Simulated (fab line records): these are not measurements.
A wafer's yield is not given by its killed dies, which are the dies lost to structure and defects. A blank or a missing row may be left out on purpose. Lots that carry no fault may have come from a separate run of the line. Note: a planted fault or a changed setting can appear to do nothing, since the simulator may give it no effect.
Which of the tools did it?	flow berkeleyCmos170	14 lots, 42 wafers sampled, at 5 steps of a route of 331

## WHAT THE GAUGES READ, wafer by wafer
UCB170_V2_THK_MEAS_04. Usual: V2_POLISHED_THK gives 1000.3 nm (standard deviation 1.1).
lot	measured	on	V2_POLISHED_THK (nm)	flag
L681	day 7 21:42	filmMetro-04	1001.4 999.3 999.9	
L679	day 7 21:53	filmMetro-04	1000.2 1000.9 1000.8	
L680	day 7 22:24	filmMetro-01	998.0 998.9 998.4	
L678	day 7 22:37	filmMetro-03	1000.5 1002.7 1001.9	
L684	day 8 16:22	filmMetro-04	1000.5 999.7 1001.6	
L686	day 9 08:48	filmMetro-03	998.7 1000.6 1000.3	
L687	day 9 12:29	filmMetro-03	999.7 999.7 999.0	
L689	day 10 00:12	filmMetro-01	1002.5 999.7 1001.0	
L692	day 10 10:21	filmMetro-01	1000.4 1000.2 1000.6	
L691	day 10 10:37	filmMetro-03	999.4 1000.1 1000.4	
L693	day 11 07:16	filmMetro-03	1002.8 1001.4 1001.6	
L695	day 11 07:34	filmMetro-01	1001.5 1001.3 1000.4	
L699	day 12 06:01	filmMetro-03	999.4 1000.1 1000.2	
L700	day 12 06:19	filmMetro-03	1001.8 1002.2 1001.5	

UCB170_V2_CD_MEAS_90: target cd 700 nm. Usual: 700.3 nm for cdNm, sd 1.5.
lot	measured	on	cdNm (nm)	flag
L681	day 7 23:17	cdSem-02	699.0 696.7 699.2	
L679	day 7 23:32	cdSem-01	701.6 701.1 699.3	
L680	day 7 23:56	cdSem-01	700.7 698.9 700.9	
L678	day 8 00:16	cdSem-02	698.6 699.3 699.9	
L684	day 8 18:04	cdSem-01	700.3 697.5 697.8	
L686	day 9 10:26	cdSem-02	700.9 701.2 702.0	
L687	day 9 14:34	cdSem-01	700.2 698.0 700.2	
L689	day 10 03:14	cdSem-02	699.1 697.8 697.5	
L692	day 10 11:53	cdSem-02	703.7 703.9 702.6	
L691	day 10 12:16	cdSem-01	701.7 700.8 700.4	
L693	day 11 09:31	cdSem-01	699.7 702.5 701.9	
L695	day 11 09:51	cdSem-02	700.1 700.2 701.3	
L699	day 12 07:48	cdSem-01	698.5 698.0 699.3	
L700	day 12 08:10	cdSem-02	701.0 701.8 702.1	

UCB170_M3_CD_MEAS_90: target cd 700 nm. Usual: 700 nm for cdNm, sd 3.3.
lot	measured	on	cdNm (nm)	flag
L681	day 8 01:47	cdSem-02	703 702 699	
L679	day 8 02:28	cdSem-01	701 702 695	
L680	day 8 02:40	cdSem-02	695 695 699	
L678	day 8 02:52	cdSem-02	702 702 703	
L684	day 8 21:00	cdSem-01	676 680 679	OFF
L686	day 9 14:25	cdSem-01	697 698 699	
L687	day 9 17:40	cdSem-01	681 679 681	OFF
L689	day 10 05:57	cdSem-02	697 695 702	
L692	day 10 14:53	cdSem-01	697 706 707	
L691	day 10 15:08	cdSem-02	703 695 699	
L693	day 11 12:34	cdSem-01	698 694 695	
L695	day 11 13:01	cdSem-01	704 700 704	
L699	day 12 10:38	cdSem-01	698 695 697	
L700	day 12 11:01	cdSem-01	697 694 697	

## WHAT TOOL EACH LOT RAN ON (gives the tool, then ch and the chambers of the sampled wafers, and finally the start)
lot	UCB170_M3_METAL_ETCH_18	UCB170_M3_STRIP_19
L681	rieMetal-04 ch 0,1, day 8 01:29	plasmaAsher-01 ch 0,1, day 8 01:41
L679	rieMetal-02 ch 0,1, day 8 02:10	plasmaAsher-02 ch 0,1, day 8 02:21
L680	rieMetal-01 ch 0,1, day 8 02:23	plasmaAsher-04 ch 0,1, day 8 02:33
L678	rieMetal-04 ch 0,1, day 8 02:33	plasmaAsher-02 ch 0,1, day 8 02:44
L684	rieMetal-04 ch 0,1, day 8 20:43	plasmaAsher-02 ch 0,1, day 8 20:54
L686	rieMetal-01 ch 0,1, day 9 14:00	plasmaAsher-01 ch 0,1, day 9 14:11
L687	rieMetal-04 ch 0, day 9 17:17	plasmaAsher-04 ch 0,1, day 9 17:34
L689	rieMetal-01 ch 0,1, day 10 05:37	plasmaAsher-02 ch 0,1, day 10 05:49
L692	rieMetal-02 ch 0,1, day 10 14:36	plasmaAsher-02 ch 0,1, day 10 14:47
L691	rieMetal-01 ch 0,1, day 10 14:50	plasmaAsher-04 ch 0,1, day 10 15:02
L693	rieMetal-01 ch 0,1, day 11 12:17	plasmaAsher-01 ch 0,1, day 11 12:28
L695	rieMetal-02 ch 0,1, day 11 12:43	plasmaAsher-04 ch 0,1, day 11 12:53
L699	rieMetal-02 ch 0,1, day 12 10:21	plasmaAsher-02 ch 0,1, day 12 10:32
L700	rieMetal-01 ch 0,1, day 12 10:45	plasmaAsher-02 ch 0,1, day 12 10:55
- UCB170_M3_METAL_ETCH_18: etches Al in Cl2/BCl3, stops on SiO2, target depth 1170 nm, time 195 s.
- UCB170_M3_STRIP_19: strips in O2.

## WHAT THE TOOLS THEMSELVES READ (means of the sampled wafers that have a number; where no wafer has one, the mark that the record gives instead)
UCB170_M3_METAL_ETCH_18. Usual: drypumpMotorCurrentA 5.7 A, standard deviation 0.34; oesProductAu 0.854 a.u., standard deviation 0.011; rfFwdPowerW 598.1 W, standard deviation 2; throttleValvePct 24.20 %, standard deviation 0.23.
lot	tool	drypumpMotorCurrentA (A)	oesProductAu (a.u.)	rfFwdPowerW (W)	throttleValvePct (%)	flag
L681	rieMetal-04	5.9	0.857	599.2	24.20	
L679	rieMetal-02	5.5	0.859	598.8	24.07	
L680	rieMetal-01	5.5	0.842	597.2	23.97	
L678	rieMetal-04	6.0	0.863	594.7	24.33	
L684	rieMetal-04	5.9	0.866	837.1	24.20	OFF
L686	rieMetal-01	5.3	0.845	597.4	24.01	
L687	rieMetal-04	6.0	0.847	838.4	24.47	OFF
L689	rieMetal-01	5.3	0.838	596.6	24.02	
L692	rieMetal-02	5.3	0.862	599.2	24.23	
L691	rieMetal-01	5.3	0.843	596.9	24.02	
L693	rieMetal-01	5.3	0.838	599.2	24.03	
L695	rieMetal-02	5.3	0.865	598.8	24.23	
L699	rieMetal-02	5.5	0.871	598.7	24.06	
L700	rieMetal-01	5.3	0.839	598.4	24.02	

UCB170_M3_STRIP_19. Usual: drypumpMotorCurrentA 5.7 A, standard deviation 0.55; oesProductAu 0.549 a.u., standard deviation 0.019.
lot	tool	drypumpMotorCurrentA (A)	oesProductAu (a.u.)	flag
L681	plasmaAsher-01	5.3	0.539	
L679	plasmaAsher-02	5.8	0.569	
L680	plasmaAsher-04	5.5	0.530	
L678	plasmaAsher-02	5.8	0.543	
L684	plasmaAsher-02	5.8	0.311	OFF
L686	plasmaAsher-01	5.3	0.546	
L687	plasmaAsher-04	5.5	0.314	OFF
L689	plasmaAsher-02	5.8	0.557	
L692	plasmaAsher-02	6.2	0.563	
L691	plasmaAsher-04	5.5	0.559	
L693	plasmaAsher-01	5.4	0.566	
L695	plasmaAsher-04	5.5	0.564	
L699	plasmaAsher-02	5.8	0.552	
L700	plasmaAsher-02	6.2	0.557	

## THE ANSWER, worked out from the rows above alone
Rule: take the mean of a lot's wafers that have a number; if it is more than 3 standard deviations from the usual mean, the lot is off. A lot without any number at a reading at which 4 lots or more have one is off too. All remaining lots with rows at the step are treated as sound. First the gauges in route order, then the tools' own readings, where a lot's mean is used as printed above. The first step at which some lot is off is used, and at that step the reading that is off furthest; a lot without a number counts as furthest.
Off at UCB170_M3_CD_MEAS_90 (cdNm): L684, L687.
If a tool, at a process step before that reading, ran all the lots that are off and no sound lot after the first of them, it fits. The gauges at UCB170_M3_CD_MEAS_90 aren't tried: what is off there is off at UCB170_M3_METAL_ETCH_18 too, on other tools, and a gauge's error can't cause that. One candidate fits, namely rieMetal-04 at UCB170_M3_METAL_ETCH_18. A fault onset in the window from L678 (day 8 02:33, its last sound lot) to L684 (day 8 20:43, its first lot off) fits.
The tool's own readings at UCB170_M3_METAL_ETCH_18 bear it out: on the lots that are off they differ by more than 5 times the standard deviation of the sound lots' means. rfFwdPowerW reads 837.8 W there against 597.9 W on the sound lots.

## WHAT THE SIMULATOR HAD PUT IN
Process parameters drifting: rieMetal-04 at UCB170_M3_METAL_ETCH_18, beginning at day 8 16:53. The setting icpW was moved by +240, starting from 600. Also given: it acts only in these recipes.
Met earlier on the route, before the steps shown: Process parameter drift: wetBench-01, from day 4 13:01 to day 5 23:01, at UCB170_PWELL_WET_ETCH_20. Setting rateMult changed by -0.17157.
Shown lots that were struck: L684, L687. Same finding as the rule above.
